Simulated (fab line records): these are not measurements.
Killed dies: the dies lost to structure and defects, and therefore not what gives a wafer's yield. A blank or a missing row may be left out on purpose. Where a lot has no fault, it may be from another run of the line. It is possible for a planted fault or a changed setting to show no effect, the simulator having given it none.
A lot that was struck, set against a sound lot	flow berkeley cmos170	17 out of 331 route steps
Sound: the wafers L113.2, L113.5, L113.6. Wafers struck: L116.1, L116.4, L116.6. Last of all comes the cause.
Order at every step that has rows: each side's tool, ch and its chambers, its first start. Under that, the readings that differ: sound wafers	struck wafers	difference of the means	sigmas: that difference in standard deviations of wafers without a fault.
alike: a reading whose means differ by less than 2 such deviations, as well as words and numbers matching on both sides. not compared: withheld readings; readings where some wafer has no value; bounds like >300 that might hide an equal value; numbers whose values overlap and for which the record gives no deviation.
The two part at a step that has a row with sigmas, a row that says differs or no value, or rows on one side only. Numbers that don't overlap but have no deviation are shown without sigmas and don't part them. A reading missing from all wafers of one side parts the sides only when that side holds two or more wafers.

first, 4 steps without rows for these wafers: UCB170_NVT_SOFTBAKE_02 (time 60 s); UCB170_NVT_EXPOSE_03 (exposes mask PWELL, target cd 3000 nm); UCB170_NVT_PEB_04; UCB170_NVT_DEVELOP_05 (develop time 45 s).
UCB170_NVT_OVL_MEAS_06:
  sound: overlay-02 at day 5 20:44; struck: overlay-02 at day 6 11:02
  alike: NVT_OVL
next, for these wafers, 1 step has no rows: UCB170_NVT_IMPLANT_07.
UCB170_NVT_STRIP_08: strips in O2.
  sound on plasma asher-01 ch 0,1, day 5 20:55; struck on plasma asher-01 ch 0,1, day 6 11:13
  alike: drypump motor current A, oes product au, strip time to endpoint s
  not compared: rf hours counter h
UCB170_NVT_TW_MEAS_09:
  sound: film metro-03 at day 5 21:01; struck: film metro-03 at day 6 11:19
  alike: NVT_TW
then, 4 steps without rows for these wafers: UCB170_NVT_CLEAN_10 (cleans in SPM, time 600 s); UCB170_PVT_HMDS_00 (prime time 60 s); UCB170_PVT_COAT_01 (resist thk 900 nm); UCB170_PVT_SOFTBAKE_02 (time 60 s).
UCB170_PVT_EXPOSE_03: exposes mask NWELL, target cd 3000 nm.
  sound on krf scanner-02 ch 0, day 5 21:43; struck on krf scanner-02 ch 0, day 6 12:44
reading	sound	struck	difference	sigmas
model.PVT.overlay x nm (nm)	-0.1452 -0.1452 -0.1452	912.7 912.7 912.7	+912.8	
  alike: mask, exposure dose mJ cm2
then, 2 steps without rows for these wafers: UCB170_PVT_PEB_04; UCB170_PVT_DEVELOP_05 (develop time 45 s).
UCB170_PVT_OVL_MEAS_06:
  sound: overlay-02 at day 5 22:05; struck: overlay-02 at day 6 13:57
reading	sound	struck	difference	sigmas
PVT_OVL (nm)	-1 -2 -8	900 909 912	+911	+99 or more
  not compared: hold
UCB170_M3_PROBE_99:
  the record has rows for the sound wafers here (prober-01, day 7 22:11) and none for the struck ones

## WHERE THEY PART
First at UCB170_PVT_OVL_MEAS_06; last, within this record, at UCB170_M3_PROBE_99.

WHY: what had been put in by the simulator
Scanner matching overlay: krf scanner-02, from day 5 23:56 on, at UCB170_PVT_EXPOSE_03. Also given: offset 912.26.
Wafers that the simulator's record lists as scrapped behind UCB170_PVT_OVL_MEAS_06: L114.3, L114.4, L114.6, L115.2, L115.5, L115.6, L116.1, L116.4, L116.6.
